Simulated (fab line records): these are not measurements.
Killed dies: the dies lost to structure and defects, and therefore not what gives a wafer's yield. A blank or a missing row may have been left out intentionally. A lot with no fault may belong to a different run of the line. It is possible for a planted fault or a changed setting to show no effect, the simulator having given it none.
Which tool was responsible? :: flow berkeley cmos170 :: 14 lots, 42 wafers sampled, at 7 steps of a route of 331

== WHAT THE GAUGES SHOWED, per wafer ==
UCB170_NWELL_THK_MEAS_02.
lot: L923
measured: day 2 04:23
on: film metro-04
NWELL_OXIDE_THK (nm): 26.9 26.9 27.2

lot: L925
measured: day 2 09:04
on: film metro-04
NWELL_OXIDE_THK (nm): 26.0 26.3 26.5

lot: L927
measured: day 3 01:40
on: film metro-03
NWELL_OXIDE_THK (nm): 27.4 27.3 27.2

lot: L928
measured: day 3 01:41
on: film metro-02
NWELL_OXIDE_THK (nm): 26.8 26.3 26.9

lot: L929
measured: day 3 07:47
on: film metro-04
NWELL_OXIDE_THK (nm): 26.7 26.8 26.7

lot: L930
measured: day 3 07:46
on: film metro-02
NWELL_OXIDE_THK (nm): 27.2 27.2 26.8

lot: L932
measured: day 3 22:38
on: film metro-03
NWELL_OXIDE_THK (nm): 26.8 26.7 27.1

lot: L933
measured: day 4 04:17
on: film metro-03
NWELL_OXIDE_THK (nm): 26.0 26.0 26.0

lot: L934
measured: day 4 12:49
on: film metro-04
NWELL_OXIDE_THK (nm): 26.1 26.1 25.9

lot: L935
measured: day 4 12:49
on: film metro-03
NWELL_OXIDE_THK (nm): 26.0 26.3 26.3

lot: L939
measured: day 5 09:04
on: film metro-03
NWELL_OXIDE_THK (nm): 26.8 26.4 26.3

lot: L942
measured: day 6 01:29
on: film metro-02
NWELL_OXIDE_THK (nm): 26.1 26.2 26.3

lot: L944
measured: day 6 13:03
on: film metro-02
NWELL_OXIDE_THK (nm): 25.8 26.0 26.5

lot: L946
measured: day 6 22:37
on: film metro-03
NWELL_OXIDE_THK (nm): 26.9 26.8 26.9

UCB170_NSD_TW_MEAS_10.
lot: L923
measured: day 7 21:54
on: film metro-01
NSD_TW: 4197 4214 4215

lot: L925
measured: day 7 22:11
on: film metro-01
NSD_TW: 4221 4192 4217

lot: L927
measured: day 9 01:53
on: film metro-01
NSD_TW: 4210 4214 4222

lot: L928
measured: day 9 02:10
on: film metro-01
NSD_TW: 4219 4228 4200

lot: L929
measured: day 9 02:26
on: film metro-03
NSD_TW: 4116 4103 4124

lot: L930
measured: day 9 01:57
on: film metro-02
NSD_TW: 4127 4095 4140

lot: L932
measured: day 9 13:00
on: film metro-01
NSD_TW: 4215 4230 4224

lot: L933
measured: day 9 23:09
on: film metro-02
NSD_TW: 4127 4144 4111

lot: L934
measured: day 9 22:32
on: film metro-03
NSD_TW: 4110 4125 4109

lot: L935
measured: day 9 23:14
on: film metro-03
NSD_TW: 4131 4136 4126

lot: L939
measured: day 10 19:14
on: film metro-03
NSD_TW: 4186 4231 4243

lot: L942
measured: day 11 18:01
on: film metro-01
NSD_TW: 4340 4328 4334

lot: L944
measured: day 11 18:22
on: film metro-02
NSD_TW: 4161 4133 4161

lot: L946
measured: day 12 11:42
on: film metro-03
NSD_TW: 4160 4176 4166

UCB170_SDANNEAL_RS_MEAS_03: uses a four-point probe to measure.
lot: L923
measured: day 7 23:07
on: film metro-01
NSD_RS (ohm/sq): 37.24 37.20 37.18

lot: L925
measured: day 7 23:35
on: film metro-02
NSD_RS (ohm/sq): 37.25 37.20 37.24

lot: L927
measured: day 9 03:07
on: film metro-01
NSD_RS (ohm/sq): 37.28 37.20 37.39

lot: L928
measured: day 9 03:47
on: film metro-02
NSD_RS (ohm/sq): 37.14 37.19 37.17

lot: L929
measured: day 9 04:17
on: film metro-02
NSD_RS (ohm/sq): 37.39 37.25 37.18

lot: L930
measured: day 9 03:20
on: film metro-03
NSD_RS (ohm/sq): 37.21 37.29 37.38

lot: L932
measured: day 9 15:01
on: film metro-01
NSD_RS (ohm/sq): 37.41 37.45 37.30

lot: L933
measured: day 10 00:34
on: film metro-01
NSD_RS (ohm/sq): 37.20 37.20 37.21

lot: L934
measured: day 10 00:19
on: film metro-03
NSD_RS (ohm/sq): 37.24 37.30 37.32

lot: L935
measured: day 10 00:43
on: film metro-02
NSD_RS (ohm/sq): 37.20 37.25 37.15

lot: L939
measured: day 10 20:58
on: film metro-03
NSD_RS (ohm/sq): 33.13 33.03 32.98

lot: L942
measured: day 11 21:01
on: film metro-02
NSD_RS (ohm/sq): 33.11 33.00 33.03

lot: L944
measured: day 11 21:05
on: film metro-03
NSD_RS (ohm/sq): 37.25 37.30 37.18

lot: L946
measured: day 12 13:22
on: film metro-03
NSD_RS (ohm/sq): 37.20 37.23 37.25

UCB170_V1_THK_MEAS_04.
lot: L923
measured: day 8 08:37
on: film metro-02
V1_POLISHED_THK (nm): 1000.4 999.8 998.6

lot: L925
measured: day 8 09:58
on: film metro-03
V1_POLISHED_THK (nm): 998.3 997.7 997.9

lot: L927
measured: day 9 12:29
on: film metro-03
V1_POLISHED_THK (nm): 999.5 998.4 999.5

lot: L928
measured: day 9 18:11
on: film metro-02
V1_POLISHED_THK (nm): 1000.3 1000.5 1000.2

lot: L929
measured: day 9 16:52
on: film metro-03
V1_POLISHED_THK (nm): 1000.1 1001.1 998.7

lot: L930
measured: day 9 15:31
on: film metro-04
V1_POLISHED_THK (nm): 999.2 999.4 1000.2

lot: L932
measured: day 10 00:26
on: film metro-02
V1_POLISHED_THK (nm): 999.9 1000.1 1000.4

lot: L933
measured: day 10 13:39
on: film metro-02
V1_POLISHED_THK (nm): 998.3 998.2 998.1

lot: L934
measured: day 10 12:18
on: film metro-04
V1_POLISHED_THK (nm): 1001.3 1001.4 999.7

lot: L935
measured: day 10 13:56
on: film metro-03
V1_POLISHED_THK (nm): 1000.1 1000.6 1000.4

lot: L939
measured: day 11 07:12
on: film metro-04
V1_POLISHED_THK (nm): 999.6 998.4 1000.3

lot: L942
measured: day 12 06:50
on: film metro-03
V1_POLISHED_THK (nm): 1000.1 1002.1 1001.4

lot: L944
measured: day 12 08:08
on: film metro-04
V1_POLISHED_THK (nm): 999.2 999.3 1000.4

lot: L946
measured: day 13 01:11
on: film metro-02
V1_POLISHED_THK (nm): 1001.0 1000.4 1001.0

== WHICH TOOL RAN EACH LOT (tool, then ch and the chambers of the sampled wafers, then the start) ==
lot: L923
UCB170_ZERO_STRIP_07: plasma asher-03 ch 0,1, day 1 22:35
UCB170_NSD_IMPLANT_08: implanter-02 ch 0, day 7 21:39
UCB170_NSD_STRIP_09: plasma asher-03 ch 0,1, day 7 21:48

lot: L925
UCB170_ZERO_STRIP_07: plasma asher-03 ch 0,1, day 2 04:28
UCB170_NSD_IMPLANT_08: implanter-03 ch 0, day 7 21:57
UCB170_NSD_STRIP_09: plasma asher-04 ch 0,1, day 7 22:04

lot: L927
UCB170_ZERO_STRIP_07: plasma asher-03 ch 0,1, day 2 17:46
UCB170_NSD_IMPLANT_08: implanter-02 ch 0, day 9 01:38
UCB170_NSD_STRIP_09: plasma asher-04 ch 0,1, day 9 01:47

lot: L928
UCB170_ZERO_STRIP_07: plasma asher-03 ch 0,1, day 2 21:23
UCB170_NSD_IMPLANT_08: implanter-04 ch 0, day 9 01:55
UCB170_NSD_STRIP_09: plasma asher-01 ch 0,1, day 9 02:04

lot: L929
UCB170_ZERO_STRIP_07: plasma asher-02 ch 0,1, day 3 02:33
UCB170_NSD_IMPLANT_08: implanter-02 ch 0, day 9 02:13
UCB170_NSD_STRIP_09: plasma asher-04 ch 0,1, day 9 02:20

lot: L930
UCB170_ZERO_STRIP_07: plasma asher-01 ch 0,1, day 3 05:53
UCB170_NSD_IMPLANT_08: implanter-03 ch 0, day 9 01:42
UCB170_NSD_STRIP_09: plasma asher-03 ch 0,1, day 9 01:51

lot: L932
UCB170_ZERO_STRIP_07: plasma asher-02 ch 0,1, day 3 18:10
UCB170_NSD_IMPLANT_08: implanter-02 ch 0, day 9 12:45
UCB170_NSD_STRIP_09: plasma asher-03 ch 0,1, day 9 12:54

lot: L933
UCB170_ZERO_STRIP_07: plasma asher-01 ch 0,1, day 3 23:42
UCB170_NSD_IMPLANT_08: implanter-04 ch 0, day 9 22:57
UCB170_NSD_STRIP_09: plasma asher-01 ch 0,1, day 9 23:04

lot: L934
UCB170_ZERO_STRIP_07: plasma asher-03 ch 0,1, day 4 07:05
UCB170_NSD_IMPLANT_08: implanter-02 ch 0, day 9 22:18
UCB170_NSD_STRIP_09: plasma asher-03 ch 0, day 9 22:25

lot: L935
UCB170_ZERO_STRIP_07: plasma asher-01 ch 0, day 4 07:17
UCB170_NSD_IMPLANT_08: implanter-03 ch 0, day 9 23:00
UCB170_NSD_STRIP_09: plasma asher-03 ch 0,1, day 9 23:07

lot: L939
UCB170_ZERO_STRIP_07: plasma asher-02 ch 0,1, day 5 03:21
UCB170_NSD_IMPLANT_08: implanter-03 ch 0, day 10 19:02
UCB170_NSD_STRIP_09: plasma asher-01 ch 0,1, day 10 19:09

lot: L942
UCB170_ZERO_STRIP_07: plasma asher-03 ch 0,1, day 5 20:35
UCB170_NSD_IMPLANT_08: implanter-03 ch 0, day 11 17:46
UCB170_NSD_STRIP_09: plasma asher-01 ch 0,1, day 11 17:55

lot: L944
UCB170_ZERO_STRIP_07: plasma asher-01 ch 0,1, day 6 04:13
UCB170_NSD_IMPLANT_08: implanter-04 ch 0, day 11 18:07
UCB170_NSD_STRIP_09: plasma asher-03 ch 0,1, day 11 18:14

lot: L946
UCB170_ZERO_STRIP_07: plasma asher-02 ch 0,1, day 6 20:23
UCB170_NSD_IMPLANT_08: implanter-04 ch 0, day 12 11:29
UCB170_NSD_STRIP_09: plasma asher-03 ch 0,1, day 12 11:37
- UCB170_ZERO_STRIP_07: strips in O2.
- UCB170_NSD_IMPLANT_08
- UCB170_NSD_STRIP_09: strips in O2.

== WHAT THE TOOLS THEMSELVES READ (means of the sampled wafers that have a number; where no wafer has one, the mark that the record gives instead) ==
UCB170_ZERO_STRIP_07.
lot: L923
tool: plasma asher-03
chamber pressure mTorr (mTorr): 3498
drypump motor current A (A): 5.5
oes product au (a.u.): 0.730
strip time to endpoint s (s): 21.51

lot: L925
tool: plasma asher-03
chamber pressure mTorr (mTorr): 3499
drypump motor current A (A): 5.5
oes product au (a.u.): 0.732
strip time to endpoint s (s): 21.47

lot: L927
tool: plasma asher-03
chamber pressure mTorr (mTorr): 3501
drypump motor current A (A): 5.3
oes product au (a.u.): 0.721
strip time to endpoint s (s): 21.39

lot: L928
tool: plasma asher-03
chamber pressure mTorr (mTorr): 3501
drypump motor current A (A): 5.2
oes product au (a.u.): 0.729
strip time to endpoint s (s): 21.46

lot: L929
tool: plasma asher-02
chamber pressure mTorr (mTorr): 3499
drypump motor current A (A): 5.8
oes product au (a.u.): 0.728
strip time to endpoint s (s): 21.43

lot: L930
tool: plasma asher-01
chamber pressure mTorr (mTorr): 3501
drypump motor current A (A): 5.8
oes product au (a.u.): 0.729
strip time to endpoint s (s): 21.52

lot: L932
tool: plasma asher-02
chamber pressure mTorr (mTorr): 3499
drypump motor current A (A): 5.8
oes product au (a.u.): 0.731
strip time to endpoint s (s): 21.47

lot: L933
tool: plasma asher-01
chamber pressure mTorr (mTorr): 3498
drypump motor current A (A): 5.3
oes product au (a.u.): 0.727
strip time to endpoint s (s): 21.48

lot: L934
tool: plasma asher-03
chamber pressure mTorr (mTorr): 3498
drypump motor current A (A): 5.5
oes product au (a.u.): 0.728
strip time to endpoint s (s): 21.43

lot: L935
tool: plasma asher-01
chamber pressure mTorr (mTorr): 3500
drypump motor current A (A): 5.0
oes product au (a.u.): 0.725
strip time to endpoint s (s): 21.44

lot: L939
tool: plasma asher-02
chamber pressure mTorr (mTorr): 3501
drypump motor current A (A): 6.1
oes product au (a.u.): 0.728
strip time to endpoint s (s): 21.51

lot: L942
tool: plasma asher-03
chamber pressure mTorr (mTorr): 3499
drypump motor current A (A): 5.3
oes product au (a.u.): 0.725
strip time to endpoint s (s): 21.57

lot: L944
tool: plasma asher-01
chamber pressure mTorr (mTorr): 3500
drypump motor current A (A): 5.4
oes product au (a.u.): 0.728
strip time to endpoint s (s): 21.48

lot: L946
tool: plasma asher-02
chamber pressure mTorr (mTorr): 3502
drypump motor current A (A): 5.8
oes product au (a.u.): 0.732
strip time to endpoint s (s): 21.50

UCB170_NSD_IMPLANT_08.
lot: L923
tool: implanter-02
beam on s (s): 9.86
end station pressure torr (Torr): 1.26e-05
faraday current uA: 9380
tilt deg (degrees): 6.986

lot: L925
tool: implanter-03
beam on s (s): 10.18
end station pressure torr (Torr): 1.26e-05
faraday current uA: 9074
tilt deg (degrees): 6.970

lot: L927
tool: implanter-02
beam on s (s): 10.04
end station pressure torr (Torr): 1.28e-05
faraday current uA: 9259
tilt deg (degrees): 6.984

lot: L928
tool: implanter-04
beam on s (s): 9.95
end station pressure torr (Torr): 1.26e-05
faraday current uA: 9291
tilt deg (degrees): 6.990

lot: L929
tool: implanter-02
beam on s (s): 10.07
end station pressure torr (Torr): 1.28e-05
faraday current uA: 9198
tilt deg (degrees): 6.998

lot: L930
tool: implanter-03
beam on s (s): 9.99
end station pressure torr (Torr): 1.26e-05
faraday current uA: 9249
tilt deg (degrees): 6.964

lot: L932
tool: implanter-02
beam on s (s): 9.71
end station pressure torr (Torr): 1.25e-05
faraday current uA: 9530
tilt deg (degrees): 7.004

lot: L933
tool: implanter-04
beam on s (s): 10.09
end station pressure torr (Torr): 1.22e-05
faraday current uA: 9165
tilt deg (degrees): 7.005

lot: L934
tool: implanter-02
beam on s (s): 10.05
end station pressure torr (Torr): 1.26e-05
faraday current uA: 9200
tilt deg (degrees): 6.993

lot: L935
tool: implanter-03
beam on s (s): 10.08
end station pressure torr (Torr): 1.17e-05
faraday current uA: 9209
tilt deg (degrees): 6.996

lot: L939
tool: implanter-03
beam on s (s): 13.47
end station pressure torr (Torr): 1.01e-04
faraday current uA: 7147
tilt deg (degrees): 6.988

lot: L942
tool: implanter-03
beam on s (s): 13.54
end station pressure torr (Torr): 9.56e-05
faraday current uA: 7091
tilt deg (degrees): 7.019

lot: L944
tool: implanter-04
beam on s (s): 10.02
end station pressure torr (Torr): 1.30e-05
faraday current uA: 9235
tilt deg (degrees): 6.981

lot: L946
tool: implanter-04
beam on s (s): 9.92
end station pressure torr (Torr): 1.21e-05
faraday current uA: 9351
tilt deg (degrees): 6.989

UCB170_NSD_STRIP_09.
lot: L923
tool: plasma asher-03
chamber pressure mTorr (mTorr): 3498.9
drypump motor current A (A): 5.5
oes product au (a.u.): 0.538
strip time to endpoint s (s): 35.89

lot: L925
tool: plasma asher-04
chamber pressure mTorr (mTorr): 3498.6
drypump motor current A (A): 5.8
oes product au (a.u.): 0.536
strip time to endpoint s (s): 35.82

lot: L927
tool: plasma asher-04
chamber pressure mTorr (mTorr): 3501.1
drypump motor current A (A): 5.8
oes product au (a.u.): 0.534
strip time to endpoint s (s): 35.76

lot: L928
tool: plasma asher-01
chamber pressure mTorr (mTorr): 3500.9
drypump motor current A (A): 5.7
oes product au (a.u.): 0.532
strip time to endpoint s (s): 35.81

lot: L929
tool: plasma asher-04
chamber pressure mTorr (mTorr): 3500.6
drypump motor current A (A): 5.8
oes product au (a.u.): 0.531
strip time to endpoint s (s): 35.81

lot: L930
tool: plasma asher-03
chamber pressure mTorr (mTorr): 3500.5
drypump motor current A (A): 5.2
oes product au (a.u.): 0.532
strip time to endpoint s (s): 35.82

lot: L932
tool: plasma asher-03
chamber pressure mTorr (mTorr): 3501.1
drypump motor current A (A): 5.5
oes product au (a.u.): 0.537
strip time to endpoint s (s): 35.85

lot: L933
tool: plasma asher-01
chamber pressure mTorr (mTorr): 3499.9
drypump motor current A (A): 5.8
oes product au (a.u.): 0.531
strip time to endpoint s (s): 35.87

lot: L934
tool: plasma asher-03
chamber pressure mTorr (mTorr): 3501.5
drypump motor current A (A): 5.8
oes product au (a.u.): 0.534
strip time to endpoint s (s): 35.79

lot: L935
tool: plasma asher-03
chamber pressure mTorr (mTorr): 3498.6
drypump motor current A (A): 5.2
oes product au (a.u.): 0.529
strip time to endpoint s (s): 35.81

lot: L939
tool: plasma asher-01
chamber pressure mTorr (mTorr): 3500.4
drypump motor current A (A): 5.8
oes product au (a.u.): 0.510
strip time to endpoint s (s): 38.87

lot: L942
tool: plasma asher-01
chamber pressure mTorr (mTorr): 3498.6
drypump motor current A (A): 5.4
oes product au (a.u.): 0.513
strip time to endpoint s (s): 38.80

lot: L944
tool: plasma asher-03
chamber pressure mTorr (mTorr): 3498.4
drypump motor current A (A): 5.5
oes product au (a.u.): 0.536
strip time to endpoint s (s): 35.85

lot: L946
tool: plasma asher-03
chamber pressure mTorr (mTorr): 3498.5
drypump motor current A (A): 5.3
oes product au (a.u.): 0.536
strip time to endpoint s (s): 35.83

== THE ANSWER, worked out from the rows above alone ==
Rule: what is usual is taken from the lots themselves. The widest of any qualifying gaps counts: lots, ordered by their means at a reading, are off when they make up no more than a third of the lots, leave a main group of 4 or more, and stand apart from it by 3 or more times the standard deviation of that group's means. Not used: any main group whose means are identical at the precision the tables above print for the reading. A lot without any number at a reading at which 4 lots or more have one is off too. The other lots that the step has rows for count as sound. Order of review: gauges by route order, followed by the tools' own readings, for which a lot's mean as printed above is used. At the first step where some lot is off, the reading lying furthest off is the one used; lots without a number count as furthest.
Off: L939, L942, seen at UCB170_SDANNEAL_RS_MEAS_03 (NSD_RS). Mean 37.25 ohm/sq and standard deviation 0.057 in the main group.
A tool fits if, at a process step before that reading, it ran every lot that is off, and no sound lot after the first of them. Not tried: the gauges at UCB170_SDANNEAL_RS_MEAS_03; whatever is off there is also off at UCB170_NSD_IMPLANT_08, on other tools, and gauge error can't account for it. This does not decide it: 2 tools fit, namely implanter-03 at UCB170_NSD_IMPLANT_08 and plasma asher-01 at UCB170_NSD_STRIP_09.

== WHAT THE SIMULATOR HAD INSERTED ==
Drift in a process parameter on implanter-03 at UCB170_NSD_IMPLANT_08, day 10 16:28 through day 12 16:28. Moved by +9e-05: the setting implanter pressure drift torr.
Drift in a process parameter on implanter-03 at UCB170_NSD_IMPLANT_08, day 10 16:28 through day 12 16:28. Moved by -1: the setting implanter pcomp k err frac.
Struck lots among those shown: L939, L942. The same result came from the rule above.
